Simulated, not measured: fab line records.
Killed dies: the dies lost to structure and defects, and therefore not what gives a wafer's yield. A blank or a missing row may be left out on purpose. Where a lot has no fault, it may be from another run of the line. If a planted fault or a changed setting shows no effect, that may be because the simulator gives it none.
Check of tool commonality -- flow berkeley cmos170 -- 42 wafers sampled across 14 lots

== REASON FOR OPENING ==
Of 14 lots, 2 have the reading NWELL_NITRIDE_THK flagged at UCB170_NWELL_THK_MEAS_05. Wafers without a fault read 224.6 nm, standard deviation 2.3.
Rule: a lot is flagged when every wafer of it that has a number lies more than 4 standard deviations from that mean, or none has a number. All remaining lots are regarded as sound.

lot,measured,on,"NWELL_NITRIDE_THK (nm), wafer by wafer",flag
L576,day 2 08:35,film metro-01,226.9 226.6 224.8,
L578,day 2 21:58,film metro-02,222.5 223.0 222.6,
L580,day 3 03:09,film metro-01,222.0 223.2 220.3,
L581,day 3 15:14,film metro-02,222.8 220.6 220.8,
L582,day 3 15:15,film metro-01,223.5 222.7 224.1,
L584,day 3 19:03,film metro-02,226.7 226.4 227.6,
L585,day 4 00:27,film metro-02,226.4 224.9 224.4,
L586,day 4 03:17,film metro-02,224.1 223.4 224.6,
L588,day 4 15:32,film metro-02,224.5 224.5 225.6,
L589,day 4 23:48,film metro-01,222.8 224.4 223.7,
L593,day 5 20:07,film metro-04,228.6 229.4 228.6,
L594,day 6 02:42,film metro-04,91.4 90.6 89.1,FLAGGED
L595,day 6 10:33,film metro-02,95.8 93.1 94.2,FLAGGED
L598,day 6 23:11,film metro-04,223.6 225.9 225.7,
The numbers of the flagged lots are 92.4 nm on average: -132.2 nm against the usual, or -57 standard deviations.

== TOOL THAT RAN EACH LOT ==
The record holds 1 process step before the reading, out of a route of 331 steps. Every cell lists first the tool, next ch and the chambers used by the sampled wafers, and last the start.
lot,flag,UCB170_NWELL_CVD_04
L576,,"lpcvd-02 ch 0, day 2 06:38"
L578,,"lpcvd-02 ch 0, day 2 20:02"
L580,,"lpcvd-01 ch 0, day 3 01:12"
L581,,"lpcvd-02 ch 1, day 3 13:19"
L582,,"lpcvd-02 ch 0, day 3 13:19"
L584,,"lpcvd-02 ch 0, day 3 17:07"
L585,,"lpcvd-02 ch 0, day 3 22:28"
L586,,"lpcvd-01 ch 1, day 4 01:22"
L588,,"lpcvd-01 ch 1, day 4 13:36"
L589,,"lpcvd-02 ch 1, day 4 21:52"
L593,,"lpcvd-01 ch 1, day 5 18:10"
L594,FLAGGED,"lpcvd-02 ch 0, day 6 00:46"
L595,FLAGGED,"lpcvd-02 ch 1, day 6 08:37"
L598,,"lpcvd-01 ch 1, day 6 21:15"
What the steps here do:
- UCB170_NWELL_CVD_04: deposits Si3N4 from SiH2Cl2/NH3, target thk 224 nm, time 3360 s.
- UCB170_NWELL_THK_MEAS_05

== FLAGGED OVER TOTAL, TOOL BY TOOL (the gauges that took the reading come last) ==
step,tool,lots run,flagged,share of the flagged lots,sound lots run after its first flagged lot
UCB170_NWELL_CVD_04,lpcvd-01,5,0,none,-
UCB170_NWELL_CVD_04,lpcvd-02,9,2,all,0
UCB170_NWELL_THK_MEAS_05,film metro-01,4,0,none,-
UCB170_NWELL_THK_MEAS_05,film metro-02,7,1,some,0
UCB170_NWELL_THK_MEAS_05,film metro-04,3,1,some,1 (L598)

== THE TABLE: WHAT IT ALLOWS ==
In the table, 1 row covers all flagged lots: lpcvd-02 at UCB170_NWELL_CVD_04.
- lpcvd-02 at UCB170_NWELL_CVD_04: 2 of its 9 lots flagged. Last sound lot L589 at day 4 21:52, first flagged lot L594 at day 6 00:46; a fault beginning in between fits.
One tool is left: lpcvd-02 at UCB170_NWELL_CVD_04.

== WHAT THE SIMULATOR HAD PUT IN ==
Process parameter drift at UCB170_NWELL_CVD_04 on lpcvd-02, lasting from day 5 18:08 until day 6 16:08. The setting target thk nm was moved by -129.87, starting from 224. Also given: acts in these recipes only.
Shown lots that were struck: L594, L595. The rule above reached the same finding.
